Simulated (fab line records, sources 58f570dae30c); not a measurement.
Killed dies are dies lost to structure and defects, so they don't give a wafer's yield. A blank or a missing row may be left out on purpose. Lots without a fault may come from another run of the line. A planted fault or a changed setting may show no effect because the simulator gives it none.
Chamber matching | flow berkeley_cmos170 | UCB170_V2_CVD_00 on pecvd-04: 3 sister chambers
The step deposits SiO2 from TEOS/O2, target thk 2000 nm, time 250 s. 14 wafers are shown with their chamber, then 7 later ones without.

WAFERS WITH THEIR CHAMBER
wafer  | chamber | heater_power_w (W) | rf_fwd_power_W (W)
L879.1 | 0       | 273                | 550.7
L879.3 | 2       | 330                | 550.9
L879.5 | 0       | 202                | 548.4
L885.1 | 0       | 294                | 549.9
L885.2 | 2       | 317                | 548.0
L885.6 | 0       | 200                | 550.1
L887.1 | 0       | 249                | 548.6
L887.5 | 1       | 225                | 548.1
L887.6 | 2       | 387                | 546.0
L888.2 | 2       | 339                | 547.9
L888.4 | 0       | 199                | 548.7
L888.5 | 1       | 221                | 551.5
L889.1 | 2       | 314                | 551.0
L889.4 | 1       | 229                | 550.7

SIGNATURES (means of the wafers above)
reading        | chamber 0 | chamber 1 | chamber 2 | scatter within a chamber
heater_power_w | 236.17    | 225.00    | 337.40    | 33.4
rf_fwd_power_W | 549.400   | 550.100   | 548.760   | 1.64
Rule: a wafer's distance from a chamber is the root of the sum, over the readings, of the square of ((its reading less the chamber's mean) divided by the reading's scatter). The wafer belongs to the nearest chamber; if the next one is less than 2 further off, it can't be placed. The scatter: the root of (the sum of the squares of (reading less its chamber's mean) over the shown wafers, divided by (wafers less chambers)).

WAFERS WITHOUT THEIR CHAMBER
wafer  | heater_power_w (W) | rf_fwd_power_W (W)
L889.5 | 202                | 548.2
L891.1 | 287                | 547.9
L891.4 | 202                | 550.9
L891.5 | 299                | 550.2
L901.3 | 197                | 547.2
L901.5 | 273                | 549.3
L901.6 | 297                | 547.6

WHICH CHAMBER EACH WENT THROUGH
wafer  | from the rows above          | in truth
L889.5 | can't be placed: 0 or 1      | 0
L891.1 | can't be placed: 2 or 0 or 1 | 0
L891.4 | can't be placed: 1 or 0      | 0
L891.5 | can't be placed: 2 or 0 or 1 | 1
L901.3 | can't be placed: 0 or 1      | 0
L901.5 | can't be placed: 0 or 1 or 2 | 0
L901.6 | can't be placed: 2 or 0 or 1 | 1
Placed correctly: 0 of 7. Can't be placed from these rows: 7 (the true chamber is among the candidates in 7). Placed wrongly: 0.
